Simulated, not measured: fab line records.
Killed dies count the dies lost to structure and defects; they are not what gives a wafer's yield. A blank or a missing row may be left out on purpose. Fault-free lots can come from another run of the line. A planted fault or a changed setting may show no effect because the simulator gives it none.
Split-lot experiment + flow rit_cmos + on a route of 202 steps: 5 lots, 23 wafers read

ON THE SPLIT
At RIT_PRETRO_SOFTBAKE_02 (time 60 s), the setting temp_c was moved away from the recipe's 90 C on 6 of the 23 wafers read, by -3.1% to -1.2%. This setting was run at the recipe's value on the other wafers.

FROM THE SPLIT TO THE READING: what the file shows between them, 2 steps
- RIT_PRETRO_EXPOSE_03: exposes mask M5, target cd 43700 nm
- RIT_PRETRO_PEB_04

THE READING
NOVOLAK_of_PRETRO_COAT_01.thk_nm (the simulator's own value, which no gauge read), in nm, at RIT_PRETRO_DEVELOP_05 (develop time 68 s). The file does not state a usual value for it. The 17 wafers here that ran the recipe average 1302 nm, standard deviation 2.8 nm.

| wafer  | tool, chamber at the split | temp_c as run, C | against the recipe | NOVOLAK_of_PRETRO_COAT_01.thk_nm, nm | against lot-mates on the recipe |
|--------|----------------------------|------------------|--------------------|--------------------------------------|---------------------------------|
| L074.1 | litho_track-03, 0          | 90               | recipe             | 1304                                 | -                               |
| L074.2 | litho_track-03, 0          | 90               | recipe             | 1299                                 | -                               |
| L074.3 | litho_track-03, 0          | 90               | recipe             | 1302                                 | -                               |
| L074.4 | litho_track-03, 0          | 90               | recipe             | 1300                                 | -                               |
| L074.6 | litho_track-03, 0          | 90               | recipe             | 1301                                 | -                               |
| L078.1 | litho_track-03, 0          | 90               | recipe             | 1306                                 | -                               |
| L078.2 | litho_track-03, 0          | 88.9             | -1.2%              | 1305                                 | +1                              |
| L078.3 | litho_track-03, 0          | 90               | recipe             | 1303                                 | -                               |
| L078.6 | litho_track-03, 0          | 90               | recipe             | 1303                                 | -                               |
| L078.5 | litho_track-03, 0          | 88.9             | -1.2%              | 1311                                 | +7                              |
| L079.1 | litho_track-04, 0          | 90               | recipe             | 1302                                 | -                               |
| L079.4 | litho_track-04, 0          | 90               | recipe             | 1300                                 | -                               |
| L079.6 | litho_track-04, 0          | 90               | recipe             | 1301                                 | -                               |
| L082.1 | litho_track-04, 0          | 90               | recipe             | 1295                                 | -                               |
| L082.2 | litho_track-04, 0          | 88.47            | -1.7%              | 1305                                 | +6                              |
| L082.3 | litho_track-04, 0          | 88.47            | -1.7%              | 1307                                 | +8                              |
| L082.4 | litho_track-04, 0          | 90               | recipe             | 1300                                 | -                               |
| L082.6 | litho_track-04, 0          | 90               | recipe             | 1302                                 | -                               |
| L084.1 | litho_track-04, 0          | 87.17            | -3.1%              | 1315                                 | +10                             |
| L084.2 | litho_track-04, 0          | 90               | recipe             | 1304                                 | -                               |
| L084.4 | litho_track-04, 0          | 87.17            | -3.1%              | 1314                                 | +9                              |
| L084.5 | litho_track-04, 0          | 90               | recipe             | 1306                                 | -                               |
| L084.6 | litho_track-04, 0          | 90               | recipe             | 1306                                 | -                               |

FIT RESULTS
A straight line over all 23 wafers: NOVOLAK_of_PRETRO_COAT_01.thk_nm changes by -3.75 nm for each +1% of temp_c; r = -0.81; the points scatter about the line by 2.8 nm.
The same after taking each lot's own level away (the mean of its wafers on the recipe; 23 wafers): -3.16 nm for each +1%; r = -0.86; scatter 1.9 nm.
The reading moves by 9.9 nm for the largest change in temp_c, on that fit.
From 1299.0 to 1305.3 nm: that is the span of the lots' own levels, equal to 2.3 times the standard deviation above.
In other words, the slope is changed by the lot-to-lot level; the two fits disagree.
Check: with one of the wafers moved furthest among these (-3.1%) left out of the fit, the line predicts +10.2 nm for it against its lot-mates. It came out at +9.67 nm against them.

ADDITIONAL SPLITS CARRIED BY THESE WAFERS
Other splits were also applied to these wafers ahead of the reading. Each is held against what the fit with the lots' levels taken away leaves over:
| other split on the same wafers       | wafers away from the commonest value | r with NOVOLAK_of_PRETRO_COAT_01.thk_nm (lot level and that fit taken away) |
|--------------------------------------|--------------------------------------|-----------------------------------------------------------------------------|
| RIT_ACTIVE_CVD_03 pressure_mtorr     | 18                                   | +0.15                                                                       |
| RIT_ACTIVE_DEVELOP_10 develop_time_s | 7                                    | +0.10                                                                       |
| RIT_FOX2_OXIDATION_00 temp_c         | 15                                   | +0.08                                                                       |

THE FILE'S OWN FIT
NOVOLAK_of_PRETRO_COAT_01.thk_nm changes by -3.28 nm for each +1% of temp_c, r = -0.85.
